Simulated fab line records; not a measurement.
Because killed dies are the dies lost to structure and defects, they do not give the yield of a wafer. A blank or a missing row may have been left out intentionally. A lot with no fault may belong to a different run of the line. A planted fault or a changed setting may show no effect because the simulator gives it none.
Which of the tools did it? | flow rit_cmos | 20 wafers from 7 lots sampled at 2 of the route's 202 steps

## WHAT THE GAUGES SHOWED, per wafer
RIT_PWELL_TW_MEAS_10.
lot  | measured    | on            | PWELL_TW
L985 | day 2 05:43 | film_metro-01 | 958 958 957
L989 | day 3 04:29 | film_metro-03 | 909 905
L993 | day 3 22:41 | film_metro-01 | 955 957 957
L998 | day 4 20:45 | film_metro-03 | 947 945 943
L101 | day 5 13:05 | film_metro-04 | 962 965 961
L105 | day 6 09:13 | film_metro-04 | 969 966 971
L107 | day 6 17:27 | film_metro-01 | 947 955 951

## WHAT TOOL EACH LOT RAN ON (gives the tool, then ch and the chambers of the sampled wafers, and finally the start)
lot  | RIT_PWELL_IMPLANT_08
L985 | implanter-03 ch 0, day 2 05:23
L989 | implanter-03 ch 0, day 3 04:14
L993 | implanter-02 ch 0, day 3 22:22
L998 | implanter-02 ch 0, day 4 20:25
L101 | implanter-02 ch 0, day 5 12:46
L105 | implanter-03 ch 0, day 6 08:53
L107 | implanter-02 ch 0, day 6 17:08
- RIT_PWELL_IMPLANT_08

## THE ANSWER, worked out from the rows above alone
Rule: the usual values come from the lots themselves. Put in order of their means at a reading, lots are off if they are a third of the lots or fewer, leave a main group of 4 or more, and stand apart from it by a gap of 3 or more times the standard deviation of the main group's means; of several such gaps the widest counts. The tables above print the reading to a certain number of digits; a main group whose means all agree to those digits is not used. Also off: a lot with no number at a reading for which 4 or more lots have one. Any other lot the step has rows for is counted as sound.
Off: L989, seen at RIT_PWELL_TW_MEAS_10 (PWELL_TW). Mean 957 and standard deviation 7.6 in the main group.
If a tool, at a process step before that reading, ran all the lots that are off and no sound lot after the first of them, it fits. The gauges at RIT_PWELL_TW_MEAS_10 are tried like those tools. No candidate that was tried fits.

## WHAT THE SIMULATOR PUT IN
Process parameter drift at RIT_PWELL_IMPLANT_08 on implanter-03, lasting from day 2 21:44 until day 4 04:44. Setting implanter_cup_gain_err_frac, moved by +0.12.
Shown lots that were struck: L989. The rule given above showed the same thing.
